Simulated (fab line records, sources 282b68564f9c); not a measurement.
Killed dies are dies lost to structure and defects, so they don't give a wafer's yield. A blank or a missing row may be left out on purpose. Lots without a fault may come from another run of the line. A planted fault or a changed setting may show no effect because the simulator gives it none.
fab line records | flow rit_cmos
record lots=5 wafers=23
route steps=202 shown SDANNEAL@156 PSD@157 PLDD@159 CONTACT@168 M1@184
start_h: hours from the record's first day to the start of the lot's first wafer shown | wait_h: hours since the lot's step before | " the same as in the row above | L1.1+2: a row that stands for several wafers | - no value, or no start given | * or withheld: withheld | < > ~ a bound
route shown NAME@n: a module of which the file shows steps, and the number in the route of the first | usual: mean/standard deviation of fault-free wafers | same: alike in all rows | chamber/n: place in a boat | sites: the reading at each site | _std_site: their standard deviation | _edge_site: outer sites' mean less inner sites' | radius_mm: how far each site lies from the wafer's centre | mask NAME#n: copy n | behind: the tool/chamber that last shaped the wafer | hold: why the lot was held/for how many hours/how that ended | device: the transistor (n, p or np) that didn't switch | end of line: the same wafers' tests at the end of the route | a step without rows: its recipe alone | killed: dies lost to structure and defects at the first sort, not the wafer's yield | map: a wafer's dies, x killed, . not, _ none there
set.NAME: the setting as run; set.NAME@STEP: as run at that earlier step | model.NAME: the simulator's own value behind a step, which no gauge read
lots whose settings were changed on purpose; a table a step, a row a wafer
## steps
# step RIT_SDANNEAL_RTA_03
# recipe temp_c=1050 time_s=5 idle_temp_c=600 ramp_up_c_per_s=342 ramp_down_c_per_s=171 cool_to_c=600 ambient=N2
# columns lot.wafer tool chamber start_h wait_h set.time_s
L074.1+2+4+5+6 rtp_anneal-02 0 49.10 0.0 5
L075.1+2+6 rtp_anneal-01 0 55.60 0.0 5
L075.3+4 " 0 " " 5.7
L078.1+3+5 rtp_anneal-02 0 72.69 0.0 5
L078.4+6 " 0 " " 4.437
L080.1+2 rtp_anneal-02 0 84.81 0.0 5
L080.3+5+6 " 0 " " 4.667
L085.2+3+6 rtp_anneal-01 0 107.50 0.0 5
# step RIT_SDANNEAL_RS_MEAS_04
# recipe thk_meas_gauge=four-point-probe
# usual PSD_RS=115.2/0.3
# columns lot.wafer tool chamber start_h wait_h set.time_s@SDANNEAL_RTA_03 PSD_RS[ohm/sq]
L074.1 film_metro-04 - 49.16 0.0 5 115.0
L074.2 " - " " 5 115.4
L074.4 " - " " 5 115.3
L074.5 " - " " 5 115.0
L074.6 " - " " 5 115.6
L075.1 film_metro-03 - 55.66 0.0 5 115.8
L075.2 " - " " 5 115.5
L075.3 " - " " 5.7 113.8
L075.4 " - " " 5.7 113.9
L075.6 " - " " 5 115.9
L078.1 film_metro-03 - 72.75 0.0 5 115.4
L078.3 " - " " 5 115.4
L078.4 " - " " 4.437 117.0
L078.5 " - " " 5 115.6
L078.6 " - " " 4.437 116.8
L080.1 film_metro-03 - 84.87 0.0 5 115.6
L080.2 " - " " 5 115.0
L080.3 " - " " 4.667 116.2
L080.5 " - " " 4.667 116.3
L080.6 " - " " 4.667 116.2
L085.2 film_metro-04 - 107.57 0.1 5 115.3
L085.3 " - " " 5 114.9
L085.6 " - " " 5 115.1
# step RIT_SDANNEAL_RS_MEAS_06
# recipe thk_meas_gauge=four-point-probe
# usual PLDD_RS=177.9/0.44
# columns lot.wafer tool chamber start_h wait_h set.time_s@SDANNEAL_RTA_03 PLDD_RS[ohm/sq]
L074.1 film_metro-04 - 49.40 0.1 5 177.3
L074.2 " - " " 5 178.0
L074.4 " - " " 5 178.0
L074.5 " - " " 5 177.7
L074.6 " - " " 5 178.4
L075.1 film_metro-03 - 55.90 0.1 5 177.6
L075.2 " - " " 5 177.3
L075.3 " - " " 5.7 175.6
L075.4 " - " " 5.7 175.8
L075.6 " - " " 5 177.5
L078.1 film_metro-03 - 72.99 0.1 5 179.0
L078.3 " - " " 5 178.6
L078.4 " - " " 4.437 180.1
L078.5 " - " " 5 178.4
L078.6 " - " " 4.437 180.1
L080.1 film_metro-03 - 85.11 0.1 5 177.7
L080.2 " - " " 5 178.0
L080.3 " - " " 4.667 179.2
L080.5 " - " " 4.667 179.0
L080.6 " - " " 4.667 178.6
L085.2 film_metro-04 - 107.81 0.1 5 178.0
L085.3 " - " " 5 177.8
L085.6 " - " " 5 178.0
# step RIT_CONTACT_CVD_00
# recipe material=SiO2 target_thk_nm=400 precursor=TEOS temp_c=390 time_s=61 rf_w=400
# columns lot.wafer tool chamber start_h wait_h set.time_s model.SiO2_of_CONTACT_CVD_00.thk_nm
L074.1+5 pecvd-04 0 50.16 0.1 64.73 -
L074.2 " 2 " " 61 402.2
L074.4 " 2 " " 61 408
L074.6 " 1 " " 64.73 427.3
L075.1 pecvd-01 2 56.65 0.1 65.36 -
L075.2 " 1 " " 65.36 427.8
L075.3 " 0 " " 61 -
L075.4 " 2 " " 65.36 431.5
L075.6 " 1 " " 61 402.8
L078.1 pecvd-01 0 73.75 0.1 61 397.5
L078.3 " 1 " " 64.96 417.1
L078.4 " 2 " " 64.96 426.2
L078.5 " 0 " " 61 404.9
L078.6 " 1 " " 64.96 428
L080.1 pecvd-04 1 85.87 0.1 61 398.6
L080.2+6 " 2 " " 61 -
L080.3 " 0 " " 61 403.5
L080.5 " 0 " " 61 411.1
L085.2 pecvd-03 1 108.56 0.0 61 394.4
L085.3 " 0 " " 61 396
L085.6 " 0 " " 61 401.4
# step RIT_CONTACT_THK_MEAS_01
# recipe reads=SiO2_of_CONTACT_CVD_00
# usual CONTACT_TEOS_THK=401/5.6
# columns lot.wafer tool chamber start_h wait_h set.time_s@CONTACT_CVD_00 CONTACT_TEOS_THK[nm]
L074.1 film_metro-04 - 50.21 0.0 64.73 427
L074.2 " - " " 61 402
L074.4 " - " " 61 408
L074.5 " - " " 64.73 432
L074.6 " - " " 64.73 427
L075.1 film_metro-01 - 56.71 0.0 65.36 426
L075.2 " - " " 65.36 427
L075.3 " - " " 61 401
L075.4 " - " " 65.36 431
L075.6 " - " " 61 403
L078.1 film_metro-02 - 73.80 0.0 61 398
L078.3 " - " " 64.96 418
L078.4 " - " " 64.96 426
L078.5 " - " " 61 405
L078.6 " - " " 64.96 428
L080.1 film_metro-02 - 85.92 0.0 61 399
L080.2 " - " " 61 405
L080.3 " - " " 61 404
L080.5 " - " " 61 411
L080.6 " - " " 61 412
L085.2 film_metro-01 - 108.62 0.0 61 394
L085.3 " - " " 61 396
L085.6 " - " " 61 401
# step RIT_CONTACT_COAT_03
# recipe resist=NOVOLAK spin_rpm=3250 resist_thk_nm=1000
# columns lot.wafer tool chamber start_h wait_h set.spin_rpm model.NOVOLAK_of_CONTACT_COAT_03.thk_nm
L074.1 litho_track-01 0 50.42 0.1 3074 1034
L074.2+5 " 0 " " 3074 1031
L074.4 " 0 " " 3250 1005
L074.6 " 0 " " 3250 1003
L075.1 litho_track-04 0 56.92 0.1 3250 996.8
L075.2 " 0 " " 3250 998.3
L075.3 " 0 " " 3250 995.8
L075.4 " 0 " " 3250 1001
L075.6 " 0 " " 3250 997.6
L078.1 litho_track-03 0 74.06 0.1 3250 997.9
L078.3 " 0 " " 3356 978.5
L078.4 " 0 " " 3356 980
L078.5 " 0 " " 3250 994.1
L078.6 " 0 " " 3250 996.2
L080.1 litho_track-03 0 86.13 0.1 3408 979
L080.2 " 0 " " 3250 1005
L080.3 " 0 " " 3408 981.8
L080.5+6 " 0 " " 3250 1007
L085.2 litho_track-03 0 108.97 0.1 3250 997.9
L085.3 " 0 " " 3250 995.5
L085.6 " 0 " " 3250 1002
# step RIT_CONTACT_SOFTBAKE_04
# recipe resist=NOVOLAK temp_c=90 time_s=60
# step RIT_CONTACT_EXPOSE_05
# recipe mask_id=M11 na=0.6 source_shape=conventional sigma_outer=0.5 target_cd_nm=1000 dose_mj=250
# step RIT_CONTACT_HARDBAKE_10
# recipe resist=NOVOLAK temp_c=140 time_s=60
# columns lot.wafer tool chamber start_h wait_h set.spin_rpm@CONTACT_COAT_03 model.NOVOLAK_of_CONTACT_COAT_03.thk_nm
L074.1 litho_track-01 0 51.52 0.0 3074 913
L074.2 " 0 " " 3074 910.6
L074.4 " 0 " " 3250 887.4
L074.5 " 0 " " 3074 910.7
L074.6 " 0 " " 3250 886.1
L075.1 litho_track-01 0 57.89 0.0 3250 880.5
L075.2 " 0 " " 3250 881.9
L075.3 " 0 " " 3250 879.6
L075.4 " 0 " " 3250 884.2
L075.6 " 0 " " 3250 881.2
L078.1 litho_track-01 0 75.18 0.0 3250 881.5
L078.3 " 0 " " 3356 864.5
L078.4 " 0 " " 3356 865.8
L078.5 " 0 " " 3250 878.2
L078.6 " 0 " " 3250 880
L080.1 litho_track-04 0 87.14 0.1 3408 865
L080.2 " 0 " " 3250 887.5
L080.3 " 0 " " 3408 867.4
L080.5 " 0 " " 3250 889.5
L080.6 " 0 " " 3250 889.1
L085.2 litho_track-03 0 110.07 0.0 3250 881.4
L085.3 " 0 " " 3250 879.3
L085.6 " 0 " " 3250 885.1
# step RIT_CONTACT_ETCH_11
# recipe target_depth_a=4800 over_etch_frac=0.2 stop_on=TiSi2 chemistry=CHF3/CF4/Ar target=SiO2 CHF3_flow_sccm=50 cf4_flow_sccm=10 Ar_flow_sccm=100 O2_flow_sccm=5 pressure_mtorr=100 rf_w=200 time_s=320
# columns lot.wafer tool chamber start_h wait_h set.time_s@CONTACT_CVD_00 set.spin_rpm@CONTACT_COAT_03 model.CONTACT.feature_depth_nm model.etch.depth_nm model.NOVOLAK_of_CONTACT_COAT_03.thk_nm
L074.1 rie_diel-03 2 51.67 0.1 64.73 3074 427.4 - 797.9
L074.2 " 0 " " 61 3074 402.2 402.2 794.3
L074.4 " 3 " " 61 3250 408 408 774.6
L074.5 " 1 " " 64.73 3074 432.2 - 799.4
L074.6 " 2 " " 64.73 3250 427.3 427.3 769
L075.1 rie_diel-03 1 58.04 0.1 65.36 3250 425.9 - 769.8
L075.2 " 3 " " 65.36 3250 427.8 427.8 769.3
L075.3 " 0 " " 61 3250 401 - 764.3
L075.4 " 2 " " 65.36 3250 431.5 431.5 767.7
L075.6 " 2 " " 61 3250 402.8 402.8 765
L078.1 rie_diel-02 3 75.33 0.1 61 3250 397.5 397.5 764.4
L078.3 " 0 " " 64.96 3356 417.1 417.1 749.9
L078.4 " 2 " " 64.96 3356 426.2 426.2 752.3
L078.5 " 3 " " 61 3250 404.9 404.9 760.9
L078.6 " 2 " " 64.96 3250 428 428 765.6
L080.1 rie_diel-01 0 87.29 0.1 61 3408 398.6 398.6 750.1
L080.2 " 1 " " 61 3250 404.1 - 775.1
L080.3 " 2 " " 61 3408 403.5 403.5 755.1
L080.5 " 2 " " 61 3250 411.1 411.1 776.3
L080.6 " 0 " " 61 3250 411.8 - 774
L085.2 rie_diel-02 0 110.19 0.1 61 3250 394.4 394.4 768.2
L085.3 " 2 " " 61 3250 396 396 763.6
L085.6 " 2 " " 61 3250 401.4 401.4 768.2
# step RIT_M1_SPUTTER_00
# recipe material=Al target_thk_nm=400 power_w=2000 chamber_pressure_pa=0.4 gas=Ar time_s=500 substrate_temp_c=25
# columns lot.wafer tool chamber start_h wait_h set.time_s model.Al_of_M1_SPUTTER_00.thk_nm
L074.1 pvd_sputter-04 - 52.51 0.0 466.3 369.4
L074.2 " - " " 500 397.4
L074.4 " - " " 500 392.3
L074.5 " - " " 466.3 365
L074.6 " - " " 500 393.7
L075.1 pvd_sputter-03 - 58.88 0.0 553.2 448.4
L075.2 " - " " 500 402.7
L075.3 " - " " 553.2 444.9
L075.4 " - " " 500 399.8
L075.6 " - " " 500 405.9
L078.1 pvd_sputter-04 - 76.19 0.0 500 391.7
L078.3 " - " " 500 393.2
L078.4 " - " " 500 393.1
L078.5 " - " " 500 391.4
L078.6 " - " " 500 396.4
L080.1 pvd_sputter-04 - 88.13 0.0 500 394.7
L080.2 " - " " 426.9 344.4
L080.3 " - " " 500 399
L080.5 " - " " 500 398.6
L080.6 " - " " 426.9 340.4
L085.2 pvd_sputter-03 - 111.56 0.0 500 401.2
L085.3 " - " " 500 392.5
L085.6 " - " " 500 400.3
# step RIT_M1_RS_MEAS_01
# recipe thk_meas_gauge=four-point-probe reads=Al_of_M1_SPUTTER_00
# usual M1_AL_RS=0.0737/0.00075
# columns lot.wafer tool chamber start_h wait_h set.time_s@M1_SPUTTER_00 M1_AL_RS[ohm/sq]
L074.1 film_metro-04 - 52.80 0.1 466.3 0.0797
L074.2 " - " " 500 0.0741
L074.4 " - " " 500 0.0750
L074.5 " - " " 466.3 0.0806
L074.6 " - " " 500 0.0747
L075.1 film_metro-04 - 59.17 0.1 553.2 0.0653
L075.2 " - " " 500 0.0730
L075.3 " - " " 553.2 0.0658
L075.4 " - " " 500 0.0735
L075.6 " - " " 500 0.0723
L078.1 film_metro-04 - 76.48 0.1 500 0.0749
L078.3 " - " " 500 0.0747
L078.4 " - " " 500 0.0747
L078.5 " - " " 500 0.0751
L078.6 " - " " 500 0.0741
L080.1 film_metro-03 - 88.43 0.1 500 0.0747
L080.2 " - " " 426.9 0.0857
L080.3 " - " " 500 0.0738
L080.5 " - " " 500 0.0737
L080.6 " - " " 426.9 0.0869
L085.2 film_metro-02 - 111.87 0.2 500 0.0732
L085.3 " - " " 500 0.0748
L085.6 " - " " 500 0.0735
# step RIT_M1_THK_MEAS_02
# recipe thk_meas_gauge=xrf reads=Al_of_M1_SPUTTER_00
# usual M1_AL_THK=403/4.8
# columns lot.wafer tool chamber start_h wait_h set.time_s@M1_SPUTTER_00 M1_AL_THK[nm]
L074.1 film_metro-04 - 52.92 0.1 466.3 372
L074.2 " - " " 500 403
L074.4 " - " " 500 396
L074.5 " - " " 466.3 367
L074.6 " - " " 500 396
L075.1 film_metro-04 - 59.29 0.1 553.2 452
L075.2 " - " " 500 407
L075.3 " - " " 553.2 449
L075.4 " - " " 500 401
L075.6 " - " " 500 410
L078.1 film_metro-04 - 76.60 0.1 500 393
L078.3 " - " " 500 394
L078.4 " - " " 500 395
L078.5 " - " " 500 395
L078.6 " - " " 500 398
L080.1 film_metro-03 - 88.55 0.1 500 400
L080.2 " - " " 426.9 350
L080.3 " - " " 500 404
L080.5 " - " " 500 403
L080.6 " - " " 426.9 344
L085.2 film_metro-02 - 111.98 0.1 500 407
L085.3 " - " " 500 401
L085.6 " - " " 500 408
# step RIT_M1_EXPOSE_06
# recipe mask_id=M12 na=0.6 source_shape=conventional sigma_outer=0.5 target_cd_nm=2600 dose_mj=250
# columns lot.wafer tool chamber start_h wait_h mask set.dose_mj
L074.1+2+4+5+6 iline_stepper-02 0 53.43 0.1 M12#0 250
L075.1+2+3+4+6 iline_stepper-01 0 59.93 0.2 M12#0 250
L078.1+4 iline_stepper-02 0 77.11 0.1 M12#0 263
L078.3+5+6 " 0 " " M12#0 250
L080.1+6 iline_stepper-02 0 89.06 0.1 M12#0 250
L080.2+3+5 " 0 " " M12#0 258
L085.2+3+6 iline_stepper-02 0 112.50 0.1 M12#0 250
# step RIT_M1_DEVELOP_08
# recipe resist=NOVOLAK develop_time_s=68 dev_temp_c=23
# columns lot.wafer tool chamber start_h wait_h set.develop_time_s
L074.1+2+4+5+6 litho_track-02 0 - - 68
L075.1+4 litho_track-02 0 - - 68
L075.2+3+6 " 0 " " 74.2
L078.1+6 litho_track-03 0 - - 68
L078.3+4+5 " 0 " " 74.55
L080.1+5 litho_track-03 0 - - 76.28
L080.2+3+6 " 0 " " 68
L085.2+3+6 litho_track-03 0 - - 68
# step RIT_M1_CD_MEAS_09
# recipe target_cd_nm=2600
# usual cd_nm=2599.1/1.6
# columns lot.wafer tool chamber start_h wait_h set.dose_mj@M1_EXPOSE_06 set.develop_time_s@M1_DEVELOP_08 cd_nm
L074.1 cd_sem-02 - 53.86 - 250 68 2597.7
L074.2 " - " " 250 68 2599.1
L074.4 " - " " 250 68 2597.1
L074.5 " - " " 250 68 2600.3
L074.6 " - " " 250 68 2600.9
L075.1 cd_sem-01 - 60.43 - 250 68 2600.3
L075.2 " - " " 250 74.2 2592.8
L075.3 " - " " 250 74.2 2594.2
L075.4 " - " " 250 68 2601.3
L075.6 " - " " 250 74.2 2592.5
L078.1 cd_sem-02 - 77.54 - 263 68 2586.1
L078.3 " - " " 250 74.55 2591.4
L078.4 " - " " 263 74.55 2576.5
L078.5 " - " " 250 74.55 2591.9
L078.6 " - " " 250 68 2598.5
L080.1 cd_sem-01 - 89.49 - 250 76.28 2587.8
L080.2 " - " " 258 68 2588.4
L080.3 " - " " 258 68 2587.3
L080.5 " - " " 258 76.28 2578.9
L080.6 " - " " 250 68 2599.1
L085.2 cd_sem-02 - 112.93 - 250 68 2597.0
L085.3 " - " " 250 68 2597.8
L085.6 " - " " 250 68 2597.0
# step RIT_M1_HARDBAKE_11
# recipe resist=NOVOLAK temp_c=140 time_s=120
# step RIT_M1_METAL_ETCH_12
# recipe stop_on=SiO2 chemistry=Cl2/BCl3 target=Al time_s=165 over_etch_frac=0.5 pressure_mtorr=100 target_depth_a=6000 rf_w=240.5 Cl2_flow_sccm=60 bcl3_flow_sccm=50
# usual oes_product_au=0.781/0.012
# columns lot.wafer tool chamber start_h wait_h set.time_s@CONTACT_CVD_00 set.time_s@M1_SPUTTER_00 oes_product_au model.SiO2_of_CONTACT_CVD_00.thk_nm
L074.1 rie_metal-02 1 54.27 0.2 64.73 466.3 0.751 -
L074.2 " 0 " " 61 500 0.793 365.8
L074.4 " 0 " " 61 500 0.779 371.7
L074.5 " 0 " " 64.73 466.3 0.751 -
L074.6 " 1 " " 64.73 500 0.774 390.9
L075.1 rie_metal-04 0 60.84 0.2 65.36 553.2 0.832 -
L075.2 " 1 " " 65.36 500 0.785 394.3
L075.3 " 1 " " 61 553.2 0.838 -
L075.4 " 0 " " 65.36 500 0.785 395.2
L075.6 " 1 " " 61 500 0.797 369.4
L078.1 rie_metal-04 0 77.95 0.2 61 500 0.777 361.3
L078.3 " 0 " " 64.96 500 0.787 380.7
L078.4 " 1 " " 64.96 500 0.779 392.8
L078.5 " 0 " " 61 500 0.764 368.5
L078.6 " 1 " " 64.96 500 0.787 394.7
L080.1 rie_metal-02 1 89.89 0.2 61 500 0.775 362.3
L080.2 " 0 " " 61 426.9 0.728 -
L080.3 " 0 " " 61 500 0.794 367
L080.5 " 0 " " 61 500 0.789 374.7
L080.6 " 1 " " 61 426.9 0.729 -
L085.2 rie_metal-03 1 113.32 0.2 61 500 0.775 359.3
L085.3 " 0 " " 61 500 0.757 360.6
L085.6 " 0 " " 61 500 0.760 366.1
## key
split step=RIT_SDANNEAL_RTA_03 setting=time_s stated=5 by=wafer
response step=RIT_SDANNEAL_RS_MEAS_04 reading=PSD_RS change=-0.133 per=1% r=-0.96
response step=RIT_SDANNEAL_RS_MEAS_06 reading=PLDD_RS change=-0.133 per=1% r=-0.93
split step=RIT_CONTACT_CVD_00 setting=time_s stated=61 by=wafer
response step=RIT_CONTACT_CVD_00 reading=model.SiO2_of_CONTACT_CVD_00.thk_nm change=+3.6 per=1% r=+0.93
response step=RIT_CONTACT_THK_MEAS_01 reading=CONTACT_TEOS_THK change=+3.64 per=1% r=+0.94
response step=RIT_CONTACT_ETCH_11 reading=model.CONTACT.feature_depth_nm change=+3.69 per=1% r=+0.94
response step=RIT_CONTACT_ETCH_11 reading=model.etch.depth_nm change=+3.6 per=1% r=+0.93
response step=RIT_M1_METAL_ETCH_12 reading=model.SiO2_of_CONTACT_CVD_00.thk_nm change=+3.67 per=1% r=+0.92
split step=RIT_CONTACT_COAT_03 setting=spin_rpm stated=3250 by=wafer
response step=RIT_CONTACT_COAT_03 reading=model.NOVOLAK_of_CONTACT_COAT_03.thk_nm change=-5.24 per=1% r=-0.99
response step=RIT_CONTACT_HARDBAKE_10 reading=model.NOVOLAK_of_CONTACT_COAT_03.thk_nm change=-4.58 per=1% r=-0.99
response step=RIT_CONTACT_ETCH_11 reading=model.NOVOLAK_of_CONTACT_COAT_03.thk_nm change=-4.53 per=1% r=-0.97
split step=RIT_M1_SPUTTER_00 setting=time_s stated=500 by=wafer
response step=RIT_M1_SPUTTER_00 reading=model.Al_of_M1_SPUTTER_00.thk_nm change=+3.91 per=1% r=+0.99
response step=RIT_M1_RS_MEAS_01 reading=M1_AL_RS change=-0.000792 per=1% r=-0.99
response step=RIT_M1_THK_MEAS_02 reading=M1_AL_THK change=+3.98 per=1% r=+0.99
response step=RIT_M1_METAL_ETCH_12 reading=oes_product_au change=+0.00416 per=1% r=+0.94
split step=RIT_M1_EXPOSE_06 setting=dose_mj stated=250 by=wafer
response step=RIT_M1_CD_MEAS_09 reading=cd_nm slope=-2.83 per=1% together_with=develop_time_s@M1_DEVELOP_08 explained=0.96
split step=RIT_M1_DEVELOP_08 setting=develop_time_s stated=68 by=wafer
response step=RIT_M1_CD_MEAS_09 reading=cd_nm slope=-0.824 per=1% together_with=dose_mj@M1_EXPOSE_06 explained=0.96
